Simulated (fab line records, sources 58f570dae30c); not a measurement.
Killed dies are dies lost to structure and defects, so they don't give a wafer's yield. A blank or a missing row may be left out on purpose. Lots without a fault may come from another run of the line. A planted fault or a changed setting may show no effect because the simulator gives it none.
One fault seen from 2 desks | flow berkeley_cmos170 | each desk has only its own numbers; what lay behind them comes last

THE METROLOGY DESK
What the gauges read, lot by lot, whatever tool the lot ran on: means of the sampled wafers that have a number. A lot is out of limits, marked OUT, if its mean lies more than 4 standard deviations from the usual mean; the brackets give that distance.
Columns: A = cd_nm at UCB170_CONTACT_CD_MEAS_15, usual 700.3 nm
lot  | first seen here | A
L988 | day 7 23:24     | 699.9
L989 | day 8 00:05     | 701.0
L990 | day 8 14:04     | 698.9
L994 | day 9 00:37     | 701.1
L993 | day 9 01:01     | 700.2
L996 | day 9 18:01     | 697.1
L999 | day 9 23:10     | 702.1
L100 | day 10 09:02    | 699.8
L105 | day 10 23:23    | 700.4
L101 | day 10 23:54    | 700.6
L107 | day 11 10:38    | 687.0 (-10) OUT
L108 | day 11 13:28    | 687.0 (-10) OUT
L110 | day 12 11:16    | 699.7
L109 | day 12 12:58    | 700.0
This desk's finding: out of limits on L107, L108; first on L107, day 11 10:38 (cd_nm at UCB170_CONTACT_CD_MEAS_15). In limits: L988, L989, L990, L994, L993, L996, L999, L100, L105, L101, L110, L109.

THE TOOL OWNER'S DESK: litho_track-02
The tool's own readings at UCB170_CONTACT_PEB_13: means of the sampled wafers that have a number, for each lot that ran on this tool. A lot is out of limits, marked OUT, if its mean lies more than 4 standard deviations from the usual mean; the brackets give that distance.
Columns: A = exhaust_pa at UCB170_CONTACT_PEB_13, usual 45.1 Pa; B = heater_power_total_W at UCB170_CONTACT_PEB_13, usual 56.80 W; C = plate_temp_C at UCB170_CONTACT_PEB_13, usual 129.99 C
lot  | first seen here | A    | B               | C
L988 | day 7 23:07     | 45.0 | 56.76           | 130.13
L994 | day 9 00:21     | 45.1 | 56.80           | 130.08
L101 | day 10 23:38    | 46.1 | 56.83           | 130.07
L107 | day 11 10:22    | 45.3 | 55.75 (-22) OUT | 128.12 (-14) OUT
L108 | day 11 13:12    | 44.0 | 55.77 (-22) OUT | 128.05 (-15) OUT
This desk's finding: out of limits on L107, L108; first on L107, day 11 10:22 (heater_power_total_W at UCB170_CONTACT_PEB_13). In limits: L988, L994, L101.

PUT TOGETHER
The tool owner's desk could have raised an alarm at day 11 10:22, on L107, L108.
The metrology desk could have raised an alarm at day 11 10:38, on L107, L108.
Of the lots named, all ran UCB170_CONTACT_PEB_13 on litho_track-02.

WHAT THE SIMULATOR HAD PUT IN
Process parameter drift: litho_track-02, from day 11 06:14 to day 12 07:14, at UCB170_CONTACT_PEB_13. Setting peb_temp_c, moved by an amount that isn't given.
Lots struck among those shown: L107, L108.
Hours from the fault's start to each desk's first reading out of limits: the tool owner's desk, 4; the metrology desk, 4.
